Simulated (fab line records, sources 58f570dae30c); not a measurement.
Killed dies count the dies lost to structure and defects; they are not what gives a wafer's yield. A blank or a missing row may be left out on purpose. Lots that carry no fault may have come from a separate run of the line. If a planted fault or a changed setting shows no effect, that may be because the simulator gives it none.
Split-lot trial || flow berkeley_cmos170 || route with 331 steps; 5 lots, 27 wafers read

== THE SPLIT ITSELF ==
At UCB170_GATE_ETCH_15 (etches poly-Si in HBr/Cl2, stops on SiO2, time 56.3 s, target depth 278.2 nm), the setting target_depth_a was moved away from the recipe's 2782 angstrom on 12 of the 27 wafers read, by -29.8% to +58.4%. The other wafers ran this setting at the recipe's value.

Reading taken at the split's own step.

== THE READING ==
oes_product_au, in a.u., at UCB170_GATE_ETCH_15 (etches poly-Si in HBr/Cl2, stops on SiO2, time 56.3 s, target depth 278.2 nm). A value of 0.828 a.u. with a standard deviation of 0.014 a.u. is what fault-free wafers of this fab line usually give.

{"wafer": "L075.1", "tool, chamber at the split": "rie_si-02, 3", "target_depth_a as run, angstrom": 2782, "against the recipe": "recipe", "oes_product_au, a.u.": 0.843, "against lot-mates on the recipe": "-"}
{"wafer": "L075.2", "tool, chamber at the split": "rie_si-02, 0", "target_depth_a as run, angstrom": 4407, "against the recipe": "+58.4%", "oes_product_au, a.u.": 0.652, "against lot-mates on the recipe": -0.179}
{"wafer": "L075.3", "tool, chamber at the split": "rie_si-02, 2", "target_depth_a as run, angstrom": 4407, "against the recipe": "+58.4%", "oes_product_au, a.u.": 0.619, "against lot-mates on the recipe": -0.212}
{"wafer": "L075.4", "tool, chamber at the split": "rie_si-02, 1", "target_depth_a as run, angstrom": 4407, "against the recipe": "+58.4%", "oes_product_au, a.u.": 0.617, "against lot-mates on the recipe": -0.214}
{"wafer": "L075.5", "tool, chamber at the split": "rie_si-02, 1", "target_depth_a as run, angstrom": 2782, "against the recipe": "recipe", "oes_product_au, a.u.": 0.824, "against lot-mates on the recipe": "-"}
{"wafer": "L075.6", "tool, chamber at the split": "rie_si-02, 2", "target_depth_a as run, angstrom": 2782, "against the recipe": "recipe", "oes_product_au, a.u.": 0.827, "against lot-mates on the recipe": "-"}
{"wafer": "L074.1", "tool, chamber at the split": "rie_si-01, 1", "target_depth_a as run, angstrom": 2782, "against the recipe": "recipe", "oes_product_au, a.u.": 0.821, "against lot-mates on the recipe": "-"}
{"wafer": "L074.2", "tool, chamber at the split": "rie_si-01, 2", "target_depth_a as run, angstrom": 2782, "against the recipe": "recipe", "oes_product_au, a.u.": 0.821, "against lot-mates on the recipe": "-"}
{"wafer": "L074.3", "tool, chamber at the split": "rie_si-01, 0", "target_depth_a as run, angstrom": 2782, "against the recipe": "recipe", "oes_product_au, a.u.": 0.813, "against lot-mates on the recipe": "-"}
{"wafer": "L076.1", "tool, chamber at the split": "rie_si-02, 2", "target_depth_a as run, angstrom": 1954, "against the recipe": "-29.8%", "oes_product_au, a.u.": 0.988, "against lot-mates on the recipe": "+0.153"}
{"wafer": "L076.2", "tool, chamber at the split": "rie_si-02, 0", "target_depth_a as run, angstrom": 1954, "against the recipe": "-29.8%", "oes_product_au, a.u.": 1.024, "against lot-mates on the recipe": "+0.189"}
{"wafer": "L076.3", "tool, chamber at the split": "rie_si-02, 3", "target_depth_a as run, angstrom": 1954, "against the recipe": "-29.8%", "oes_product_au, a.u.": 0.993, "against lot-mates on the recipe": "+0.158"}
{"wafer": "L076.4", "tool, chamber at the split": "rie_si-02, 1", "target_depth_a as run, angstrom": 2782, "against the recipe": "recipe", "oes_product_au, a.u.": 0.821, "against lot-mates on the recipe": "-"}
{"wafer": "L076.5", "tool, chamber at the split": "rie_si-02, 0", "target_depth_a as run, angstrom": 2782, "against the recipe": "recipe", "oes_product_au, a.u.": 0.854, "against lot-mates on the recipe": "-"}
{"wafer": "L076.6", "tool, chamber at the split": "rie_si-02, 1", "target_depth_a as run, angstrom": 2782, "against the recipe": "recipe", "oes_product_au, a.u.": 0.831, "against lot-mates on the recipe": "-"}
{"wafer": "L080.1", "tool, chamber at the split": "rie_si-01, 3", "target_depth_a as run, angstrom": 2782, "against the recipe": "recipe", "oes_product_au, a.u.": 0.836, "against lot-mates on the recipe": "-"}
{"wafer": "L080.2", "tool, chamber at the split": "rie_si-01, 0", "target_depth_a as run, angstrom": 2782, "against the recipe": "recipe", "oes_product_au, a.u.": 0.808, "against lot-mates on the recipe": "-"}
{"wafer": "L080.3", "tool, chamber at the split": "rie_si-01, 2", "target_depth_a as run, angstrom": 2215, "against the recipe": "-20.4%", "oes_product_au, a.u.": 0.966, "against lot-mates on the recipe": "+0.145"}
{"wafer": "L080.4", "tool, chamber at the split": "rie_si-01, 1", "target_depth_a as run, angstrom": 2215, "against the recipe": "-20.4%", "oes_product_au, a.u.": 0.962, "against lot-mates on the recipe": "+0.141"}
{"wafer": "L080.5", "tool, chamber at the split": "rie_si-01, 1", "target_depth_a as run, angstrom": 2215, "against the recipe": "-20.4%", "oes_product_au, a.u.": 0.956, "against lot-mates on the recipe": "+0.135"}
{"wafer": "L080.6", "tool, chamber at the split": "rie_si-01, 2", "target_depth_a as run, angstrom": 2782, "against the recipe": "recipe", "oes_product_au, a.u.": 0.820, "against lot-mates on the recipe": "-"}
{"wafer": "L084.1", "tool, chamber at the split": "rie_si-01, 0", "target_depth_a as run, angstrom": 4308, "against the recipe": "+54.9%", "oes_product_au, a.u.": 0.616, "against lot-mates on the recipe": -0.204}
{"wafer": "L084.2", "tool, chamber at the split": "rie_si-01, 2", "target_depth_a as run, angstrom": 4308, "against the recipe": "+54.9%", "oes_product_au, a.u.": 0.634, "against lot-mates on the recipe": -0.186}
{"wafer": "L084.3", "tool, chamber at the split": "rie_si-01, 3", "target_depth_a as run, angstrom": 2782, "against the recipe": "recipe", "oes_product_au, a.u.": 0.828, "against lot-mates on the recipe": "-"}
{"wafer": "L084.4", "tool, chamber at the split": "rie_si-01, 1", "target_depth_a as run, angstrom": 2782, "against the recipe": "recipe", "oes_product_au, a.u.": 0.820, "against lot-mates on the recipe": "-"}
{"wafer": "L084.5", "tool, chamber at the split": "rie_si-01, 1", "target_depth_a as run, angstrom": 4308, "against the recipe": "+54.9%", "oes_product_au, a.u.": 0.631, "against lot-mates on the recipe": -0.189}
{"wafer": "L084.6", "tool, chamber at the split": "rie_si-01, 0", "target_depth_a as run, angstrom": 2782, "against the recipe": "recipe", "oes_product_au, a.u.": 0.812, "against lot-mates on the recipe": "-"}

THE FIT
A straight line over all 27 wafers: oes_product_au changes by -0.00409 a.u. for each +1% of target_depth_a; r = -0.98; the points scatter about the line by 0.027 a.u.
The same after taking each lot's own level away (the mean of its wafers on the recipe; 27 wafers): -0.00406 a.u. for each +1%; r = -0.98; scatter 0.025 a.u.
On that fit, the largest move of target_depth_a shifts the reading by 0.24 a.u.
Across the lots, their own levels run from 0.8183 to 0.8353 a.u., a range of 1.2 times the standard deviation given above.
The two slopes agree, so the slope changes little with the lot-to-lot level.
Check: with one of the wafers moved furthest among these (+58.4%) left out of the fit, the line predicts -0.226 a.u. for it against its lot-mates. Against them it came out at -0.179 a.u.
Tool readings at the split's step, against how far the setting was moved: oes_product_au r = -0.98.

== THE OTHER SPLITS THESE WAFERS WENT THROUGH ==
Before the reading, these wafers also passed through other splits. Each is held against what the fit with the lots' levels taken away leaves over:
{"other split on the same wafers": "UCB170_START_OXIDATION_02 ox_time_s", "wafers away from the commonest value": 18, "r with oes_product_au (lot level and that fit taken away)": -0.13}
{"other split on the same wafers": "UCB170_ZERO_ETCH_06 target_depth_a", "wafers away from the commonest value": 6, "r with oes_product_au (lot level and that fit taken away)": -0.05}

== THE WHOLE CHAIN: every reading that the file lists as answering this split, in the file's order ==
{"step": "UCB170_GATE_ETCH_15", "what it does": "etches poly-Si in HBr/Cl2, stops on SiO2, time 56.3 s, target depth 278.2 nm", "reading": "oes_product_au", "change (the file's fit)": "-0.00391 a.u. for each +1% of the setting", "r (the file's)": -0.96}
{"step": "UCB170_GATE_ETCH_15", "what it does": "etches poly-Si in HBr/Cl2, stops on SiO2, time 56.3 s, target depth 278.2 nm", "reading": "KrF_of_GATE_COAT_07.thk_nm (the simulator's own value, which no gauge read)", "change (the file's fit)": "-1.1 nm for each +1% of the setting", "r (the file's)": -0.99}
{"step": "UCB170_M3_PROBE_99", "what it does": "", "reading": "etest.pldd.line_ohm_um (the simulator's own value, which no gauge read)", "change (the file's fit)": "-3.35 for each +1% of the setting", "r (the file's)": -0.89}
{"step": "UCB170_M3_PROBE_99", "what it does": "", "reading": "etest.nldd.line_ohm_um (the simulator's own value, which no gauge read)", "change (the file's fit)": "-1.17 for each +1% of the setting", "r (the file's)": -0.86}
{"step": "UCB170_M3_PROBE_99", "what it does": "", "reading": "etest.pldd.rs_ohm_sq (the simulator's own value, which no gauge read)", "change (the file's fit)": "-2.24 for each +1% of the setting", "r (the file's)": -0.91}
{"step": "UCB170_M3_PROBE_99", "what it does": "", "reading": "etest.nldd.rs_ohm_sq (the simulator's own value, which no gauge read)", "change (the file's fit)": "-0.753 for each +1% of the setting", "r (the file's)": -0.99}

== FILE'S OWN FIT ==
oes_product_au changes by -0.00391 a.u. for each +1% of target_depth_a, r = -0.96.
